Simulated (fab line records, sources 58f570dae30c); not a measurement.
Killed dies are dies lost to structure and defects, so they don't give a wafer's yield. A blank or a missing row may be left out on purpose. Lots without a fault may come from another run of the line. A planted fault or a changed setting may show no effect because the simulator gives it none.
Chamber matching | flow berkeley_cmos170 | UCB170_V2_CMP_02 on cmp-02: 4 sister chambers
The step polishes SiO2. 4 wafers are shown with their chamber, then 7 later ones without.

WAFERS WITH THEIR CHAMBER
wafer  | chamber | motor_current_A (A)
L424.1 | 2       | 15.8
L424.2 | 0       | 14.8
L426.1 | 3       | 14.6
L426.2 | 1       | 15.7

WAFERS WITHOUT THEIR CHAMBER
wafer  | motor_current_A (A)
L426.3 | 14.9
L427.1 | 14.8
L427.2 | 15.3
L427.4 | 14.7
L434.2 | 15.4
L434.3 | 14.1
L434.6 | 15.6

WHICH CHAMBER EACH WENT THROUGH
wafer  | from the rows above               | in truth
L426.3 | can't be placed: 0 or 3           | 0
L427.1 | can't be placed: 0 or 3           | 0
L427.2 | can't be placed: 1 or 0 or 2 or 3 | 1
L427.4 | can't be placed: 3 or 0           | 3
L434.2 | can't be placed: 1 or 2 or 0 or 3 | 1
L434.3 | can't be placed: 3 or 0           | 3
L434.6 | can't be placed: 1 or 2           | 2
Placed correctly: 0 of 7. Can't be placed from these rows: 7 (the true chamber is among the candidates in 7). Placed wrongly: 0.
How it was worked out, from the rows above alone: a wafer's distance from a chamber is the root of the sum, over the readings, of the square of ((its reading less the chamber's mean) divided by the reading's scatter). The wafer belongs to the nearest chamber; if the next one is less than 2 further off, it can't be placed. A chamber's mean is the mean of its shown wafers. The scatter: with one shown wafer a chamber, the root of the mean of the squares of how far each hidden wafer lies from its nearest shown one.
